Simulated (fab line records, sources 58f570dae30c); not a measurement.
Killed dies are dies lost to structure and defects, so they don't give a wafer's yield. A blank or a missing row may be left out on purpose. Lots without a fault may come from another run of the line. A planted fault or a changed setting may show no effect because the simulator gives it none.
A struck lot beside a sound one | flow berkeley_cmos170 | 21 steps out of a route of 331
Sound: wafers L702.4, L702.5, L702.6. Struck: wafers L701.3, L701.5, L701.6. The cause comes at the end.
At each step with rows: each side's tool, then ch and its chambers, then its first start. Under that, the readings that differ: sound wafers | struck wafers | difference of the means | sigmas: that difference in standard deviations of wafers without a fault.
alike: readings whose means differ by less than 2 such deviations, and words and numbers that are the same on both sides. not compared: withheld readings, readings that some wafer has no value for, bounds like >300 that may hide the same value, and numbers for which the record gives no deviation and whose values overlap.
The two part at a step that has a row with sigmas, a row that says differs or no value, or rows on one side only. Numbers that don't overlap but have no deviation are shown without sigmas and don't part them. A reading that every wafer of one side lacks parts them only if that side has two wafers or more.

first, 5 steps without rows for these wafers: UCB170_NWELL_WET_ETCH_18 (etches Si3N4 in H3PO4, time 14400 s); UCB170_NWELL_WET_ETCH_19 (etches SiO2 in BOE, time 22 s); UCB170_PWELL_CLEAN_00 (cleans in SPM, time 600 s); UCB170_PWELL_CLEAN_01 (cleans in dHF, time 60 s); UCB170_PWELL_OXIDATION_02 (target thk 26.4 nm, ox time 1260 s).
UCB170_PWELL_THK_MEAS_03:
  sound on film_metro-04, day 3 14:48; struck on film_metro-03, day 3 14:47
  alike: PWELL_OXIDE_THK
then, 2 steps without rows for these wafers: UCB170_PWELL_ANNEAL_04 (time 900 s); UCB170_PWELL_CVD_05 (deposits Si3N4 from SiH2Cl2/NH3, target thk 220 nm, time 3300 s).
UCB170_PWELL_THK_MEAS_06:
  sound on film_metro-04, day 3 22:41; struck on film_metro-01, day 3 22:41
  alike: PWELL_NITRIDE_THK
then, 3 steps without rows for these wafers: UCB170_PWELL_HMDS_07 (prime time 60 s); UCB170_PWELL_COAT_08 (resist thk 900 nm); UCB170_PWELL_SOFTBAKE_09 (time 60 s).
UCB170_PWELL_EXPOSE_10: exposes mask PWELL, target cd 3000 nm.
  sound on krf_scanner-01 ch 0, day 4 00:02; struck on krf_scanner-02 ch 0, day 3 23:13
  reading | sound                   | struck                  | difference | sigmas
  mask    | PWELL#0 PWELL#0 PWELL#0 | NWELL#0 NWELL#0 NWELL#0 | differs    |
  alike: reticle_temp_C
then, 2 steps without rows for these wafers: UCB170_PWELL_PEB_11; UCB170_PWELL_DEVELOP_12 (develop time 45 s).
UCB170_PWELL_OVL_MEAS_13:
  sound on overlay-02, day 4 01:01; struck on overlay-01, day 4 00:28
  reading        | sound   | struck | difference                    | sigmas
  PWELL_OVL (nm) | 10 7 11 | - - -  | no value on the struck wafers |
UCB170_PWELL_ETCH_14: etches Si3N4 in CH3F/Ar/O2, stops on SiO2, target depth 242 nm, time 151 s.
  sound on rie_diel-04 ch 0,1,2, day 4 01:02; struck on rie_diel-04 ch 0,1, day 4 00:29
  alike: drypump_motor_current_A, oes_product_au, throttle_valve_pct
  not compared: rf_hours_counter_h
then, 1 step without rows for these wafers: UCB170_PWELL_IMPLANT_15.
UCB170_PWELL_STRIP_16: strips in O2.
  sound on plasma_asher-03 ch 0,1, day 4 01:19; struck on plasma_asher-01 ch 0,1, day 4 00:46
  alike: drypump_motor_current_A, oes_product_au, strip_time_to_endpoint_s
  not compared: rf_hours_counter_h
UCB170_PWELL_TW_MEAS_17:
  sound on film_metro-04, day 4 01:25; struck on film_metro-01, day 4 01:11
  reading  | sound             | struck         | difference | sigmas
  PWELL_TW | 379.2 379.8 379.2 | 30.0 30.1 29.9 | -349.4     | -99 or more
  not compared: hold
UCB170_M3_PROBE_99:
  the record has rows for the sound wafers here (prober-02, day 9 06:53) and none for the struck ones

WHERE THEY PART
First at UCB170_PWELL_EXPOSE_10; last, within this record, at UCB170_M3_PROBE_99.

WHY: what the simulator had put in
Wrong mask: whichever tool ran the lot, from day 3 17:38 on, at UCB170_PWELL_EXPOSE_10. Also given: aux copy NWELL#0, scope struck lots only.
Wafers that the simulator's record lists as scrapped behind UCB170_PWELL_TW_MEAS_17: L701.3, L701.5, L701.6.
